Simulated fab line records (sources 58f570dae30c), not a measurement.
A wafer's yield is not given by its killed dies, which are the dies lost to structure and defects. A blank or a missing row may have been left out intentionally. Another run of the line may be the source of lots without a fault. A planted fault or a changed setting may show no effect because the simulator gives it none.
Which tool was responsible? || flow berkeley_cmos170 || 14 lots with 42 wafers sampled at 6 steps, on a route of 331 steps

== WHAT THE GAUGES SHOWED, per wafer ==
UCB170_PSD_CD_MEAS_06: target cd 1200 nm. Usual: cd_nm at 1199.7 nm, with a standard deviation of 1.5.
{"lot": "L373", "measured": "day 7 09:37", "on": "cd_sem-02", "cd_nm (nm)": "1199.2 1199.1 1200.5", "flag": ""}
{"lot": "L374", "measured": "day 7 10:04", "on": "cd_sem-02", "cd_nm (nm)": "1199.6 1201.6 1201.0", "flag": ""}
{"lot": "L375", "measured": "day 7 10:13", "on": "cd_sem-01", "cd_nm (nm)": "1199.1 1200.3 1200.5", "flag": ""}
{"lot": "L376", "measured": "day 8 09:49", "on": "cd_sem-02", "cd_nm (nm)": "1198.9 1201.4 1199.8", "flag": ""}
{"lot": "L377", "measured": "day 8 10:06", "on": "cd_sem-02", "cd_nm (nm)": "1199.9 1199.2 1200.4", "flag": ""}
{"lot": "L379", "measured": "day 8 10:22", "on": "cd_sem-01", "cd_nm (nm)": "1202.9 1200.3 1201.0", "flag": ""}
{"lot": "L378", "measured": "day 8 10:56", "on": "cd_sem-02", "cd_nm (nm)": "1198.1 1198.9 1198.0", "flag": ""}
{"lot": "L381", "measured": "day 9 04:53", "on": "cd_sem-01", "cd_nm (nm)": "1199.0 1200.3 1198.9", "flag": ""}
{"lot": "L382", "measured": "day 9 05:08", "on": "cd_sem-01", "cd_nm (nm)": "1198.6 1198.8 1198.5", "flag": ""}
{"lot": "L384", "measured": "day 10 02:46", "on": "cd_sem-02", "cd_nm (nm)": "1197.1 1199.7 1198.2", "flag": ""}
{"lot": "L390", "measured": "day 11 02:39", "on": "cd_sem-01", "cd_nm (nm)": "1199.0 1199.1 1198.5", "flag": ""}
{"lot": "L389", "measured": "day 11 16:04", "on": "cd_sem-02", "cd_nm (nm)": "1201.0 1200.2 1199.8", "flag": ""}
{"lot": "L395", "measured": "day 12 19:25", "on": "cd_sem-02", "cd_nm (nm)": "1200.4 1198.8 1201.0", "flag": ""}
{"lot": "L396", "measured": "day 12 19:41", "on": "cd_sem-01", "cd_nm (nm)": "1197.5 1198.3 1198.1", "flag": ""}

UCB170_PSD_OVL_MEAS_07. Usual: for PSD_OVL the level is -4 nm and the standard deviation is 6.3.
{"lot": "L373", "measured": "day 7 09:43", "on": "overlay-02", "PSD_OVL (nm)": "-13 -10 -10", "flag": ""}
{"lot": "L374", "measured": "day 7 10:10", "on": "overlay-02", "PSD_OVL (nm)": "4 4 -4", "flag": ""}
{"lot": "L375", "measured": "day 7 10:20", "on": "overlay-01", "PSD_OVL (nm)": "0 3 3", "flag": ""}
{"lot": "L376", "measured": "day 8 09:54", "on": "overlay-01", "PSD_OVL (nm)": "-3 -7 -9", "flag": ""}
{"lot": "L377", "measured": "day 8 10:13", "on": "overlay-02", "PSD_OVL (nm)": "7 -13 -7", "flag": ""}
{"lot": "L379", "measured": "day 8 10:29", "on": "overlay-01", "PSD_OVL (nm)": "-8 -14 -11", "flag": ""}
{"lot": "L378", "measured": "day 8 11:04", "on": "overlay-02", "PSD_OVL (nm)": "-3 -1 7", "flag": ""}
{"lot": "L381", "measured": "day 9 04:59", "on": "overlay-02", "PSD_OVL (nm)": "1 -5 -7", "flag": ""}
{"lot": "L382", "measured": "day 9 05:16", "on": "overlay-02", "PSD_OVL (nm)": "-3 10 -7", "flag": ""}
{"lot": "L384", "measured": "day 10 02:53", "on": "overlay-02", "PSD_OVL (nm)": "13 -6 -3", "flag": ""}
{"lot": "L390", "measured": "day 11 02:46", "on": "overlay-01", "PSD_OVL (nm)": "-12 -6 -4", "flag": ""}
{"lot": "L389", "measured": "day 11 16:11", "on": "overlay-01", "PSD_OVL (nm)": "-6 5 -5", "flag": ""}
{"lot": "L395", "measured": "day 12 19:31", "on": "overlay-02", "PSD_OVL (nm)": "-7 -7 -2", "flag": ""}
{"lot": "L396", "measured": "day 12 19:48", "on": "overlay-02", "PSD_OVL (nm)": "-22 -19 -22", "flag": ""}

UCB170_SILICIDE_RS_MEAS_02: measurement is done with a four-point probe. Usual: for SILICIDE_TI_RS the level is 26.1 ohm/sq and the standard deviation is 0.35.
{"lot": "L373", "measured": "day 7 14:23", "on": "film_metro-02", "SILICIDE_TI_RS (ohm/sq)": "26.1 26.1 26.4", "flag": ""}
{"lot": "L374", "measured": "day 7 14:56", "on": "film_metro-02", "SILICIDE_TI_RS (ohm/sq)": "25.7 25.7 25.5", "flag": ""}
{"lot": "L375", "measured": "day 7 15:04", "on": "film_metro-04", "SILICIDE_TI_RS (ohm/sq)": "26.9 26.6 26.5", "flag": ""}
{"lot": "L376", "measured": "day 8 14:53", "on": "film_metro-02", "SILICIDE_TI_RS (ohm/sq)": "26.2 26.3 26.4", "flag": ""}
{"lot": "L377", "measured": "day 8 15:09", "on": "film_metro-04", "SILICIDE_TI_RS (ohm/sq)": "25.7 25.9 25.8", "flag": ""}
{"lot": "L379", "measured": "day 8 15:26", "on": "film_metro-02", "SILICIDE_TI_RS (ohm/sq)": "25.8 25.6 25.8", "flag": ""}
{"lot": "L378", "measured": "day 8 16:01", "on": "film_metro-03", "SILICIDE_TI_RS (ohm/sq)": "26.3 26.1 26.0", "flag": ""}
{"lot": "L381", "measured": "day 9 10:49", "on": "film_metro-02", "SILICIDE_TI_RS (ohm/sq)": "25.6 25.8 25.6", "flag": ""}
{"lot": "L382", "measured": "day 9 10:56", "on": "film_metro-04", "SILICIDE_TI_RS (ohm/sq)": "25.6 25.7 25.6", "flag": ""}
{"lot": "L384", "measured": "day 10 08:15", "on": "film_metro-03", "SILICIDE_TI_RS (ohm/sq)": "25.9 25.5 25.6", "flag": ""}
{"lot": "L390", "measured": "day 11 07:45", "on": "film_metro-02", "SILICIDE_TI_RS (ohm/sq)": "16.4 16.4 16.3 16.5 16.5 16.4", "flag": "OFF"}
{"lot": "L389", "measured": "day 11 20:56", "on": "film_metro-04", "SILICIDE_TI_RS (ohm/sq)": "16.5 16.5 16.7 16.6 16.6 16.8", "flag": "OFF"}
{"lot": "L395", "measured": "day 12 23:56", "on": "film_metro-02", "SILICIDE_TI_RS (ohm/sq)": "26.0 26.0 26.1", "flag": ""}
{"lot": "L396", "measured": "day 13 00:58", "on": "film_metro-04", "SILICIDE_TI_RS (ohm/sq)": "26.8 27.0 26.8", "flag": ""}

UCB170_SILICIDE_THK_MEAS_03: measures by xrf. Usual: for SILICIDE_TI_THK the level is 29.7 nm and the standard deviation is 0.38.
{"lot": "L373", "measured": "day 7 14:29", "on": "film_metro-02", "SILICIDE_TI_THK (nm)": "29.6 29.5 29.3", "flag": ""}
{"lot": "L374", "measured": "day 7 15:02", "on": "film_metro-02", "SILICIDE_TI_THK (nm)": "30.0 30.0 30.2", "flag": ""}
{"lot": "L375", "measured": "day 7 15:11", "on": "film_metro-04", "SILICIDE_TI_THK (nm)": "29.0 29.3 29.4", "flag": ""}
{"lot": "L376", "measured": "day 8 14:58", "on": "film_metro-02", "SILICIDE_TI_THK (nm)": "29.3 29.4 29.4", "flag": ""}
{"lot": "L377", "measured": "day 8 15:16", "on": "film_metro-04", "SILICIDE_TI_THK (nm)": "30.1 29.9 29.9", "flag": ""}
{"lot": "L379", "measured": "day 8 15:34", "on": "film_metro-02", "SILICIDE_TI_THK (nm)": "29.8 30.1 29.8", "flag": ""}
{"lot": "L378", "measured": "day 8 16:08", "on": "film_metro-03", "SILICIDE_TI_THK (nm)": "29.6 29.7 29.8", "flag": ""}
{"lot": "L381", "measured": "day 9 10:56", "on": "film_metro-02", "SILICIDE_TI_THK (nm)": "30.1 30.0 30.2", "flag": ""}
{"lot": "L382", "measured": "day 9 11:03", "on": "film_metro-04", "SILICIDE_TI_THK (nm)": "30.3 30.1 30.5", "flag": ""}
{"lot": "L384", "measured": "day 10 08:22", "on": "film_metro-03", "SILICIDE_TI_THK (nm)": "30.1 30.3 30.2", "flag": ""}
{"lot": "L390", "measured": "day 11 10:25", "on": "film_metro-02", "SILICIDE_TI_THK (nm)": "44.2 44.1 44.4 44.0 44.4 44.3", "flag": "OFF"}
{"lot": "L389", "measured": "day 12 03:28", "on": "film_metro-04", "SILICIDE_TI_THK (nm)": "43.7 43.9 43.5 43.8 43.8 43.6", "flag": "OFF"}
{"lot": "L395", "measured": "day 13 00:03", "on": "film_metro-02", "SILICIDE_TI_THK (nm)": "29.9 29.9 29.7", "flag": ""}
{"lot": "L396", "measured": "day 13 01:05", "on": "film_metro-04", "SILICIDE_TI_THK (nm)": "28.9 28.8 28.8", "flag": ""}

== WHAT TOOL EACH LOT RAN ON (gives the tool, then ch and the chambers of the sampled wafers, and finally the start) ==
{"lot": "L373", "UCB170_NSD_STRIP_09": "plasma_asher-04 ch 0,1, day 7 12:23", "UCB170_SILICIDE_SPUTTER_01": "pvd_sputter-01, day 7 14:19"}
{"lot": "L374", "UCB170_NSD_STRIP_09": "plasma_asher-04 ch 0,1, day 7 12:55", "UCB170_SILICIDE_SPUTTER_01": "pvd_sputter-02, day 7 14:52"}
{"lot": "L375", "UCB170_NSD_STRIP_09": "plasma_asher-01 ch 0,1, day 7 13:04", "UCB170_SILICIDE_SPUTTER_01": "pvd_sputter-01, day 7 15:02"}
{"lot": "L376", "UCB170_NSD_STRIP_09": "plasma_asher-02 ch 0,1, day 8 12:33", "UCB170_SILICIDE_SPUTTER_01": "pvd_sputter-01, day 8 14:47"}
{"lot": "L377", "UCB170_NSD_STRIP_09": "plasma_asher-01 ch 0,1, day 8 13:15", "UCB170_SILICIDE_SPUTTER_01": "pvd_sputter-02, day 8 15:07"}
{"lot": "L379", "UCB170_NSD_STRIP_09": "plasma_asher-04 ch 0,1, day 8 13:17", "UCB170_SILICIDE_SPUTTER_01": "pvd_sputter-03, day 8 15:25"}
{"lot": "L378", "UCB170_NSD_STRIP_09": "plasma_asher-01 ch 0,1, day 8 13:44", "UCB170_SILICIDE_SPUTTER_01": "pvd_sputter-01, day 8 15:59"}
{"lot": "L381", "UCB170_NSD_STRIP_09": "plasma_asher-01 ch 0,1, day 9 06:49", "UCB170_SILICIDE_SPUTTER_01": "pvd_sputter-01, day 9 10:46"}
{"lot": "L382", "UCB170_NSD_STRIP_09": "plasma_asher-02 ch 0,1, day 9 07:11", "UCB170_SILICIDE_SPUTTER_01": "pvd_sputter-03, day 9 10:54"}
{"lot": "L384", "UCB170_NSD_STRIP_09": "plasma_asher-02 ch 0,1, day 10 05:17", "UCB170_SILICIDE_SPUTTER_01": "pvd_sputter-03, day 10 08:12"}
{"lot": "L390", "UCB170_NSD_STRIP_09": "plasma_asher-04 ch 0,1, day 11 05:43", "UCB170_SILICIDE_SPUTTER_01": "pvd_sputter-03, day 11 07:43"}
{"lot": "L389", "UCB170_NSD_STRIP_09": "plasma_asher-02 ch 0,1, day 11 18:44", "UCB170_SILICIDE_SPUTTER_01": "pvd_sputter-03, day 11 20:54"}
{"lot": "L395", "UCB170_NSD_STRIP_09": "plasma_asher-04 ch 0,1, day 12 22:06", "UCB170_SILICIDE_SPUTTER_01": "pvd_sputter-01, day 12 23:53"}
{"lot": "L396", "UCB170_NSD_STRIP_09": "plasma_asher-04 ch 0,1, day 12 22:32", "UCB170_SILICIDE_SPUTTER_01": "pvd_sputter-01, day 13 00:55"}
- UCB170_NSD_STRIP_09: strips in O2.
- UCB170_SILICIDE_SPUTTER_01: material Ti, target thk 30 nm, time 25 s.

== AS READ BY THE TOOLS THEMSELVES (means over the sampled wafers that have a number; for cases with no such wafer, the mark the record gives instead) ==
UCB170_NSD_STRIP_09. Usual: chamber_pressure_mTorr 3501 mTorr, standard deviation 4.2; drypump_motor_current_A 6.08 A, standard deviation 0.26; oes_product_au 0.534 a.u., standard deviation 0.0044; strip_time_to_endpoint_s 35.82 s, standard deviation 0.065.
{"lot": "L373", "tool": "plasma_asher-04", "chamber_pressure_mTorr (mTorr)": 3500, "drypump_motor_current_A (A)": 5.95, "oes_product_au (a.u.)": 0.540, "strip_time_to_endpoint_s (s)": 35.78, "flag": ""}
{"lot": "L374", "tool": "plasma_asher-04", "chamber_pressure_mTorr (mTorr)": 3496, "drypump_motor_current_A (A)": 5.93, "oes_product_au (a.u.)": 0.533, "strip_time_to_endpoint_s (s)": 35.85, "flag": ""}
{"lot": "L375", "tool": "plasma_asher-01", "chamber_pressure_mTorr (mTorr)": 3499, "drypump_motor_current_A (A)": 6.12, "oes_product_au (a.u.)": 0.533, "strip_time_to_endpoint_s (s)": 35.83, "flag": ""}
{"lot": "L376", "tool": "plasma_asher-02", "chamber_pressure_mTorr (mTorr)": 3503, "drypump_motor_current_A (A)": 6.21, "oes_product_au (a.u.)": 0.534, "strip_time_to_endpoint_s (s)": 35.88, "flag": ""}
{"lot": "L377", "tool": "plasma_asher-01", "chamber_pressure_mTorr (mTorr)": 3500, "drypump_motor_current_A (A)": 6.06, "oes_product_au (a.u.)": 0.535, "strip_time_to_endpoint_s (s)": 35.89, "flag": ""}
{"lot": "L379", "tool": "plasma_asher-04", "chamber_pressure_mTorr (mTorr)": 3499, "drypump_motor_current_A (A)": 6.15, "oes_product_au (a.u.)": 0.534, "strip_time_to_endpoint_s (s)": 35.86, "flag": ""}
{"lot": "L378", "tool": "plasma_asher-01", "chamber_pressure_mTorr (mTorr)": 3499, "drypump_motor_current_A (A)": 6.13, "oes_product_au (a.u.)": 0.531, "strip_time_to_endpoint_s (s)": 35.71, "flag": ""}
{"lot": "L381", "tool": "plasma_asher-01", "chamber_pressure_mTorr (mTorr)": 3503, "drypump_motor_current_A (A)": 6.14, "oes_product_au (a.u.)": 0.532, "strip_time_to_endpoint_s (s)": 35.81, "flag": ""}
{"lot": "L382", "tool": "plasma_asher-02", "chamber_pressure_mTorr (mTorr)": 3499, "drypump_motor_current_A (A)": 6.06, "oes_product_au (a.u.)": 0.538, "strip_time_to_endpoint_s (s)": 35.77, "flag": ""}
{"lot": "L384", "tool": "plasma_asher-02", "chamber_pressure_mTorr (mTorr)": 3502, "drypump_motor_current_A (A)": 6.06, "oes_product_au (a.u.)": 0.537, "strip_time_to_endpoint_s (s)": 35.86, "flag": ""}
{"lot": "L390", "tool": "plasma_asher-04", "chamber_pressure_mTorr (mTorr)": 3502, "drypump_motor_current_A (A)": 5.94, "oes_product_au (a.u.)": 0.533, "strip_time_to_endpoint_s (s)": 35.81, "flag": ""}
{"lot": "L389", "tool": "plasma_asher-02", "chamber_pressure_mTorr (mTorr)": 3513, "drypump_motor_current_A (A)": 6.24, "oes_product_au (a.u.)": 0.528, "strip_time_to_endpoint_s (s)": 35.83, "flag": ""}
{"lot": "L395", "tool": "plasma_asher-04", "chamber_pressure_mTorr (mTorr)": 3498, "drypump_motor_current_A (A)": 6.17, "oes_product_au (a.u.)": 0.534, "strip_time_to_endpoint_s (s)": 35.88, "flag": ""}
{"lot": "L396", "tool": "plasma_asher-04", "chamber_pressure_mTorr (mTorr)": 3501, "drypump_motor_current_A (A)": 5.94, "oes_product_au (a.u.)": 0.536, "strip_time_to_endpoint_s (s)": 35.80, "flag": ""}

UCB170_SILICIDE_SPUTTER_01. Usual: throttle_valve_pct at 30.5 %, with a standard deviation of 0.68.
{"lot": "L373", "tool": "pvd_sputter-01", "throttle_valve_pct (%)": 30.2, "flag": ""}
{"lot": "L374", "tool": "pvd_sputter-02", "throttle_valve_pct (%)": 31.2, "flag": ""}
{"lot": "L375", "tool": "pvd_sputter-01", "throttle_valve_pct (%)": 30.9, "flag": ""}
{"lot": "L376", "tool": "pvd_sputter-01", "throttle_valve_pct (%)": 31.2, "flag": ""}
{"lot": "L377", "tool": "pvd_sputter-02", "throttle_valve_pct (%)": 29.8, "flag": ""}
{"lot": "L379", "tool": "pvd_sputter-03", "throttle_valve_pct (%)": 30.3, "flag": ""}
{"lot": "L378", "tool": "pvd_sputter-01", "throttle_valve_pct (%)": 30.5, "flag": ""}
{"lot": "L381", "tool": "pvd_sputter-01", "throttle_valve_pct (%)": 30.5, "flag": ""}
{"lot": "L382", "tool": "pvd_sputter-03", "throttle_valve_pct (%)": 30.3, "flag": ""}
{"lot": "L384", "tool": "pvd_sputter-03", "throttle_valve_pct (%)": 30.3, "flag": ""}
{"lot": "L390", "tool": "pvd_sputter-03", "throttle_valve_pct (%)": 30.3, "flag": ""}
{"lot": "L389", "tool": "pvd_sputter-03", "throttle_valve_pct (%)": 30.0, "flag": ""}
{"lot": "L395", "tool": "pvd_sputter-01", "throttle_valve_pct (%)": 30.5, "flag": ""}
{"lot": "L396", "tool": "pvd_sputter-01", "throttle_valve_pct (%)": 30.9, "flag": ""}

== THE ANSWER, worked out from the rows above alone ==
Rule: a lot counts as off when the mean over its wafers that have a number is more than 3 standard deviations away from the usual mean. A lot without any number at a reading at which 4 lots or more have one is off too. Any other lot the step has rows for is counted as sound. Order of review: gauges by route order, followed by the tools' own readings, for which a lot's mean as printed above is used. At the first step where some lot is off, the reading lying furthest off is the one used; lots without a number count as furthest.
Off: L390, L389, seen at UCB170_SILICIDE_RS_MEAS_02 (SILICIDE_TI_RS).
A tool fits if, at a process step before that reading, it ran every lot that is off, and no sound lot after the first of them. Those tools and the gauges at UCB170_SILICIDE_RS_MEAS_02 are tried in the same way. One fits: UCB170_SILICIDE_SPUTTER_01 on pvd_sputter-03. A fault onset in the window from L384 (day 10 08:12, its last sound lot) to L390 (day 11 07:43, its first lot off) fits.

== WHAT THE SIMULATOR PUT IN ==
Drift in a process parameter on pvd_sputter-03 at UCB170_SILICIDE_SPUTTER_01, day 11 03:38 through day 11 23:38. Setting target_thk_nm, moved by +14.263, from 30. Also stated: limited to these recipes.
Shown lots that were struck: L390, L389. The rule given above showed the same thing.
